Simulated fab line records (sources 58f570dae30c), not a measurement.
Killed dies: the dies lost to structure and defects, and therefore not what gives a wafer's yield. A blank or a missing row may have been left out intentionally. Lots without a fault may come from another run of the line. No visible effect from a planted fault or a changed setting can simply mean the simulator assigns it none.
Comparing a struck lot with a sound one || flow berkeley_cmos170 || 15 steps out of a route of 331
Sound: wafers L531.1, L531.3, L531.6. Struck: wafer L533.6 (left out: L533.2, L533.5 of the same lot, which were not struck); the cause appears at the end.
At each step with rows: each side's tool, then ch and its chambers, then its first start. Under that, the readings that differ: sound wafers || struck wafers || difference of the means || sigmas: that difference in standard deviations of wafers without a fault.
alike: readings with means less than 2 such deviations apart, plus words and numbers identical on both sides. not compared: withheld readings, readings lacking a value on some wafer, bounds such as >300 that could conceal the same value, and numbers that have no deviation in the record and whose values overlap.
Wherever a step has rows on one side only, a row that says differs or no value, or a row with sigmas, the two part there. Non-overlapping numbers with no deviation appear without sigmas and do not part them. A reading that every wafer of one side lacks parts them only if that side has two wafers or more.

UCB170_SPACER_THK_MEAS_01:
  sound: film_metro-04 at day 10 18:19; struck: film_metro-04 at day 10 20:04
  alike: SPACER_TEOS_THK
then, 1 step without rows for these wafers: UCB170_SPACER_ANNEAL_02 (time 1800 s).
UCB170_SPACER_ETCHBACK_03: etches SiO2 in CHF3/CF4/Ar, stops on Si, target depth 376 nm, time 100 s.
  sound on rie_diel-03 ch 0,2, day 10 21:48; struck on rie_diel-03 ch 1, day 10 21:53
  alike: drypump_motor_current_A, mfc_ar_sccm, oes_product_au, throttle_valve_pct
  not compared: rf_hours_counter_h
then, 6 steps without rows for these wafers: UCB170_PSD_HMDS_00 (prime time 60 s); UCB170_PSD_COAT_01 (resist thk 900 nm); UCB170_PSD_SOFTBAKE_02 (time 60 s); UCB170_PSD_EXPOSE_03 (exposes mask PSELECT MOD, target cd 1200 nm); UCB170_PSD_PEB_04; UCB170_PSD_DEVELOP_05 (develop time 45 s).
UCB170_PSD_CD_MEAS_06: the cd target is 1200 nm.
  sound: cd_sem-01 at day 10 23:39; struck: cd_sem-02 at day 10 23:44
  alike: cd_nm
UCB170_PSD_OVL_MEAS_07:
  sound: overlay-01 at day 10 23:46; struck: overlay-02 at day 10 23:50
  alike: PSD_OVL
next, for these wafers, 1 step has no rows: UCB170_PSD_IMPLANT_08.
UCB170_PSD_STRIP_09: strips in O2.
  sound on plasma_asher-04 ch 0, day 10 23:57; struck on plasma_asher-02 ch 0, day 11 00:01
{"reading": "chamber_pressure_mTorr (mTorr)", "sound": "3499 3500 3504", "struck": 5249, "difference": "+1748", "sigmas": "+99 or more"}
  alike: drypump_motor_current_A, oes_product_au, strip_time_to_endpoint_s
  not compared: rf_hours_counter_h
UCB170_PSD_TW_MEAS_10:
  sound: film_metro-02 at day 11 00:03; struck: film_metro-03 at day 11 00:08
  alike: PSD_TW
UCB170_M3_PROBE_99:
  record: rows for the struck wafers here (prober-02, day 12 05:49), none for the sound ones

== WHERE THEY PART ==
At UCB170_PSD_STRIP_09 first; at UCB170_M3_PROBE_99 last (within this record only).

WHY: what the simulator had put in
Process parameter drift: plasma_asher-02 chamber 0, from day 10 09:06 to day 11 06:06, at UCB170_PSD_STRIP_09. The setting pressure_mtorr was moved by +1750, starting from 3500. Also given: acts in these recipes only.
